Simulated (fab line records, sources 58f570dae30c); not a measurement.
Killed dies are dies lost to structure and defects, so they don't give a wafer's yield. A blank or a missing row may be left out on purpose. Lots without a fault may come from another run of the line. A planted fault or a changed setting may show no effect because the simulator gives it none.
A struck lot beside a sound one | flow berkeley_cmos170 | 22 steps out of a route of 331
Sound: wafers L514.2, L514.3, L514.5. Struck: wafers L504.2, L504.3, L504.4. The cause comes at the end.
At each step with rows: each side's tool, then ch and its chambers, then its first start. Under that, the readings that differ: sound wafers | struck wafers | difference of the means | sigmas: that difference in standard deviations of wafers without a fault.
alike: readings whose means differ by less than 2 such deviations, and words and numbers that are the same on both sides. not compared: withheld readings, readings that some wafer has no value for, bounds like >300 that may hide the same value, and numbers for which the record gives no deviation and whose values overlap.
The two part at a step that has a row with sigmas, a row that says differs or no value, or rows on one side only. Numbers that don't overlap but have no deviation are shown without sigmas and don't part them. A reading that every wafer of one side lacks parts them only if that side has two wafers or more.

UCB170_NWELL_ETCH_13: etches Si3N4 in CH3F/Ar/O2, stops on SiO2, target depth 246.4 nm, time 154 s.
  sound on rie_diel-01 ch 0,1,3, day 7 02:13; struck on rie_diel-02 ch 0,1,2, day 4 22:08
  alike: drypump_motor_current_A, oes_product_au, throttle_valve_pct
  not compared: rf_hours_counter_h
then, 1 step without rows for these wafers: UCB170_NWELL_IMPLANT_14.
UCB170_NWELL_STRIP_15: strips in O2.
  sound on plasma_asher-04 ch 0,1, day 7 02:28; struck on plasma_asher-04 ch 0,1, day 4 22:23
  reading                      | sound             | struck            | difference | sigmas
  strip_time_to_endpoint_s (s) | 17.88 17.81 17.96 | 18.20 18.08 18.05 | +0.23      | +3
  alike: drypump_motor_current_A, oes_product_au
  not compared: rf_hours_counter_h
UCB170_NWELL_TW_MEAS_16:
  sound on film_metro-02, day 7 02:34; struck on film_metro-02, day 4 22:30
  alike: NWELL_TW
then, 6 steps without rows for these wafers: UCB170_NWELL_CLEAN_17 (cleans in SPM, time 600 s); UCB170_NWELL_WET_ETCH_18 (etches Si3N4 in H3PO4, time 14400 s); UCB170_NWELL_WET_ETCH_19 (etches SiO2 in BOE, time 22 s); UCB170_PWELL_CLEAN_00 (cleans in SPM, time 600 s); UCB170_PWELL_CLEAN_01 (cleans in dHF, time 60 s); UCB170_PWELL_OXIDATION_02 (target thk 26.4 nm, ox time 1260 s).
UCB170_PWELL_THK_MEAS_03:
  sound on film_metro-02, day 7 13:50; struck on film_metro-01, day 5 06:52
  alike: PWELL_OXIDE_THK
then, 1 step without rows for these wafers: UCB170_PWELL_ANNEAL_04 (time 900 s).
UCB170_PWELL_CVD_05: deposits Si3N4 from SiH2Cl2/NH3, target thk 220 nm, time 3300 s.
  sound on lpcvd-02 ch 1, day 7 18:36; struck on lpcvd-01 ch 1, day 5 11:18
  reading                                 | sound             | struck            | difference | sigmas
  sih2cl2_flow_sccm (sccm)                | 25.01 25.09 25.09 | 37.56 37.55 37.49 | +12.47     | +99 or more
  model.Si3N4_of_PWELL_CVD_05.thk_nm (nm) | 223.9 222.4 221.8 | 246.1 247.9 247.1 | +24.3      |
UCB170_PWELL_THK_MEAS_06:
  sound on film_metro-02, day 7 20:31; struck on film_metro-01, day 5 15:51
  reading                | sound             | struck            | difference | sigmas
  PWELL_NITRIDE_THK (nm) | 224.1 222.2 221.8 | 246.2 248.4 247.3 | +24.6      | +12
  not compared: hold
then, 5 steps without rows for these wafers: UCB170_PWELL_COAT_08 (resist thk 900 nm); UCB170_PWELL_SOFTBAKE_09 (time 60 s); UCB170_PWELL_EXPOSE_10 (exposes mask PWELL, target cd 3000 nm); UCB170_PWELL_PEB_11; UCB170_PWELL_DEVELOP_12 (develop time 45 s).
UCB170_PWELL_OVL_MEAS_13:
  sound on overlay-01, day 7 21:53; struck on overlay-02, day 5 18:43
  alike: PWELL_OVL
UCB170_PWELL_ETCH_14: etches Si3N4 in CH3F/Ar/O2, stops on SiO2, target depth 242 nm, time 146.3 s.
  sound on rie_diel-03 ch 1,2, day 7 21:55; struck on rie_diel-04 ch 0,1,2, day 5 18:45
  reading                  | sound             | struck            | difference | sigmas
  model.etch.depth_nm (nm) | 223.9 222.4 221.8 | 236.6 235.7 234.6 | +12.9      |
  alike: drypump_motor_current_A, oes_product_au, throttle_valve_pct
  not compared: rf_hours_counter_h
then, 1 step without rows for these wafers: UCB170_PWELL_IMPLANT_15.

WHERE THEY PART
First at UCB170_NWELL_STRIP_15; last, within this record, at UCB170_PWELL_THK_MEAS_06. Later steps at which nothing parts them and some readings are alike: UCB170_PWELL_OVL_MEAS_13, UCB170_PWELL_ETCH_14.

WHY: what the simulator had put in
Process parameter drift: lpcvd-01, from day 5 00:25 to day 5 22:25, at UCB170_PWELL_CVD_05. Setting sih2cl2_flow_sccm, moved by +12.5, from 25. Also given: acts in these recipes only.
